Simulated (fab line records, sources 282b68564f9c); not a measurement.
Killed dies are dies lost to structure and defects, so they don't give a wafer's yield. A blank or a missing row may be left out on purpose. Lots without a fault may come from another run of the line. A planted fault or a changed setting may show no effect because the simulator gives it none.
Which tool did it? | flow rit_cmos | 13 lots, 39 wafers sampled, at 2 steps of a route of 202

WHAT THE GAUGES READ, wafer by wafer
RIT_M1_CD_MEAS_90: target cd 2600 nm. Usual: cd_nm 2601.1 nm, standard deviation 2.4.
lot  | measured    | on        | cd_nm (nm)           | flag
L418 | day 3 08:03 | cd_sem-02 | 2597.7 2596.2 2595.6 |
L419 | day 3 14:32 | cd_sem-02 | 2604.2 2600.9 2603.7 |
L420 | day 3 19:49 | cd_sem-01 | 2601.2 2602.1 2601.4 |
L423 | day 4 09:38 | cd_sem-02 | 2603.7 2606.5 2603.7 |
L424 | day 4 13:14 | cd_sem-01 | 2600.7 2601.5 2601.2 |
L425 | day 4 17:49 | cd_sem-02 | 2604.8 2601.6 2603.6 |
L426 | day 5 00:23 | cd_sem-01 | 2601.4 2598.4 2599.7 |
L427 | day 5 04:44 | cd_sem-01 | 2601.9 2600.4 2598.9 |
L433 | day 6 15:01 | cd_sem-02 | 2597.1 2598.5 2600.3 |
L437 | day 7 10:52 | cd_sem-02 | 2590.9 2598.6 2591.0 | OFF
L438 | day 7 15:25 | cd_sem-01 | 2601.0 2601.6 2602.5 |
L439 | day 7 19:18 | cd_sem-02 | 2601.7 2600.9 2601.5 |
L441 | day 8 02:48 | cd_sem-02 | 2601.7 2601.5 2601.0 |

WHICH TOOL RAN EACH LOT (tool, then ch and the chambers of the sampled wafers, then the start)
lot  | RIT_M1_METAL_ETCH_12
L418 | rie_metal-02 ch 0,1, day 3 07:32
L419 | rie_metal-04 ch 0,1, day 3 14:01
L420 | rie_metal-01 ch 0,1, day 3 19:17
L423 | rie_metal-01 ch 0,1, day 4 09:08
L424 | rie_metal-02 ch 0,1, day 4 12:40
L425 | rie_metal-04 ch 0,1, day 4 17:17
L426 | rie_metal-01 ch 0,1, day 4 23:52
L427 | rie_metal-02 ch 0,1, day 5 04:09
L433 | rie_metal-02 ch 0,1, day 6 14:31
L437 | rie_metal-01 ch 0,1, day 7 10:22
L438 | rie_metal-02 ch 0,1, day 7 14:53
L439 | rie_metal-04 ch 0, day 7 18:47
L441 | rie_metal-02 ch 0,1, day 8 02:17
- RIT_M1_METAL_ETCH_12: etches Al in Cl2/BCl3, stops on SiO2, time 165 s, target depth 600 nm.

WHAT THE TOOLS THEMSELVES READ (means of the sampled wafers that have a number; where no wafer has one, the mark that the record gives instead)
RIT_M1_METAL_ETCH_12. Usual: drypump_motor_current_A 5.7 A, standard deviation 0.35; oes_product_au 0.776 a.u., standard deviation 0.011; throttle_valve_pct 8.26 %, standard deviation 0.1.
lot  | tool         | drypump_motor_current_A (A) | oes_product_au (a.u.) | throttle_valve_pct (%) | flag
L418 | rie_metal-02 | 5.6                         | 0.769                 | 8.19                   |
L419 | rie_metal-04 | 5.4                         | 0.776                 | 8.29                   |
L420 | rie_metal-01 | 6.0                         | 0.783                 | 8.34                   |
L423 | rie_metal-01 | 6.0                         | 0.784                 | 8.36                   |
L424 | rie_metal-02 | 5.6                         | 0.774                 | 8.18                   |
L425 | rie_metal-04 | 5.4                         | 0.767                 | 8.28                   |
L426 | rie_metal-01 | 6.0                         | 0.792                 | 8.30                   |
L427 | rie_metal-02 | 5.9                         | 0.776                 | 8.22                   |
L433 | rie_metal-02 | 5.9                         | 0.771                 | 8.21                   |
L437 | rie_metal-01 | 6.0                         | 0.785                 | 8.30                   |
L438 | rie_metal-02 | 5.6                         | 0.770                 | 8.19                   |
L439 | rie_metal-04 | 5.8                         | 0.769                 | 8.09                   |
L441 | rie_metal-02 | 5.9                         | 0.776                 | 8.21                   |

THE ANSWER, worked out from the rows above alone
Rule: a lot is off if the mean of its wafers that have a number lies more than 3 standard deviations from the usual mean. A lot without any number at a reading at which 4 lots or more have one is off too. The other lots that the step has rows for count as sound. The gauges are gone through in route order, then the tools' own readings, and for those a lot's mean is taken as printed above. The first step at which some lot is off is used, and at that step the reading that is off furthest; a lot without a number counts as furthest.
Off: L437, at RIT_M1_CD_MEAS_90 (cd_nm).
A tool fits if, at a process step before that reading, it ran every lot that is off, and no sound lot after the first of them. The gauges at RIT_M1_CD_MEAS_90 are tried like those tools. One fits: rie_metal-01 at RIT_M1_METAL_ETCH_12. Its last sound lot is L426 (day 4 23:52), its first lot that is off L437 (day 7 10:22): a fault that began between those two fits.

WHAT THE SIMULATOR HAD PUT IN
Process parameter drift: rie_metal-01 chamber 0, from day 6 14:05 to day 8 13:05, at RIT_M1_METAL_ETCH_12. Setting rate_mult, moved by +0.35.
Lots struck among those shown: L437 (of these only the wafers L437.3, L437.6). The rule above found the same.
